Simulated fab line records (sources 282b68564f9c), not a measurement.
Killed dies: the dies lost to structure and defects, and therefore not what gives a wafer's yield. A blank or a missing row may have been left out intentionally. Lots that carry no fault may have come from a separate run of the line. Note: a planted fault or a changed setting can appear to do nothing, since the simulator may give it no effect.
A struck lot beside a sound one :: flow rit_cmos :: 22 out of 202 route steps
Sound: these wafers, L218.1, L218.3, L218.4. The struck wafers were L229.1, L229.5, L229.6. Last of all comes the cause.
Order at every step that has rows: each side's tool, ch and its chambers, its first start. Under that, the readings that differ: sound wafers :: struck wafers :: difference of the means :: sigmas: that difference in standard deviations of wafers without a fault.
alike: a reading whose means differ by less than 2 such deviations, as well as words and numbers matching on both sides. not compared: withheld readings; readings where some wafer has no value; bounds like >300 that might hide an equal value; numbers whose values overlap and for which the record gives no deviation.
The two part at a step that has a row with sigmas, a row that says differs or no value, or rows on one side only. Non-overlapping numbers with no deviation appear without sigmas and do not part them. A reading that every wafer of one side lacks parts them only if that side has two wafers or more.

first, 2 steps without rows for these wafers: RIT_NSD_HARDBAKE_07 (time 60 s); RIT_NSD_IMPLANT_08.
RIT_NSD_STRIP_09: strips in O2, time 180 s.
  sound on plasma_asher-03 ch 0,1, day 4 00:13; struck on plasma_asher-01 ch 0,1, day 6 03:56
  alike: drypump_motor_current_A
  not compared: rf_hours_counter_h
RIT_NSD_TW_MEAS_10:
  sound on film_metro-04, day 4 00:23; struck on film_metro-03, day 6 04:07
  alike: NSD_TW
then, 6 steps without rows for these wafers: RIT_PSD_HMDS_00 (prime time 60 s); RIT_PSD_COAT_01 (resist thk 1000 nm); RIT_PSD_SOFTBAKE_02 (time 60 s); RIT_PSD_EXPOSE_03 (exposes mask M10, target cd 40900 nm); RIT_PSD_PEB_04; RIT_PSD_DEVELOP_05 (develop time 50 s).
RIT_PSD_OVL_MEAS_06:
  sound on overlay-02, day 4 01:20; struck on overlay-02, day 6 05:08
  alike: PSD_OVL
then, 1 step without rows for these wafers: RIT_PSD_HARDBAKE_07 (time 60 s).
RIT_PSD_IMPLANT_08:
  sound on implanter-03 ch 0, day 4 01:31; struck on implanter-03 ch 0, day 6 05:20
reading: beam_energy_keV
sound: 27.018 27.029 26.998
struck: 25.108 25.104 25.116
difference: -1.906
sigmas: -99 or more

reading: model.implant.rp_nm (nm)
sound: 21.23 21.23 21.23
struck: 21.16 21.16 21.16
difference: -0.07
sigmas: 

reading: model.implant.drp_nm (nm)
sound: 12.05 12.05 12.05
struck: 11.45 11.45 11.45
difference: -0.60
sigmas: 
RIT_PSD_STRIP_09: strips in O2, time 180 s.
  sound on plasma_asher-04 ch 0,1, day 4 01:40; struck on plasma_asher-04 ch 0,1, day 6 05:29
  alike: drypump_motor_current_A
  not compared: rf_hours_counter_h
RIT_PSD_TW_MEAS_10:
  sound on film_metro-04, day 4 01:50; struck on film_metro-03, day 6 05:40
  alike: PSD_TW
then, 3 steps without rows for these wafers: RIT_SDANNEAL_CLEAN_00 (cleans in SC1, time 600 s); RIT_SDANNEAL_CLEAN_01 (cleans in dHF, time 30 s); RIT_SDANNEAL_CLEAN_02 (cleans in SC2, time 600 s).
RIT_SDANNEAL_RTA_03: time 5 s.
  sound on rtp_anneal-01 ch 0, day 4 02:17; struck on rtp_anneal-02 ch 0, day 6 06:06
  alike: ramp_up_c_per_s, wafer_temp_C_max
RIT_SDANNEAL_RS_MEAS_04: a four-point-probe measurement.
  sound on film_metro-04, day 4 02:20; struck on film_metro-03, day 6 06:10
reading: PSD_RS (ohm/sq)
sound: 116.23 116.03 115.28
struck: 119.70 120.31 120.38
difference: +4.28
sigmas: +15
RIT_SDANNEAL_RS_MEAS_05: a four-point-probe measurement.
  sound on film_metro-04, day 4 02:28; struck on film_metro-03, day 6 06:17
reading: NSD_RS (ohm/sq)
sound: 84.1 84.2 84.2
struck: 84.6 85.1 84.9
difference: +0.7
sigmas: +2
RIT_M1_PROBE_99:
  sound on prober-02, day 4 09:35; struck on prober-01, day 6 13:47
  alike: killed_at_front_end, killed_dies, killed_open, killed_short
  not compared: model.etest.contact_pplus.end_ohm_um, model.etest.vpnp.gain

## WHERE THEY PART
Last at RIT_SDANNEAL_RS_MEAS_05 as far as this record goes, first at RIT_PSD_IMPLANT_08. Later steps at which nothing parts them and some readings are alike: RIT_M1_PROBE_99.

WHY: what the simulator had put in
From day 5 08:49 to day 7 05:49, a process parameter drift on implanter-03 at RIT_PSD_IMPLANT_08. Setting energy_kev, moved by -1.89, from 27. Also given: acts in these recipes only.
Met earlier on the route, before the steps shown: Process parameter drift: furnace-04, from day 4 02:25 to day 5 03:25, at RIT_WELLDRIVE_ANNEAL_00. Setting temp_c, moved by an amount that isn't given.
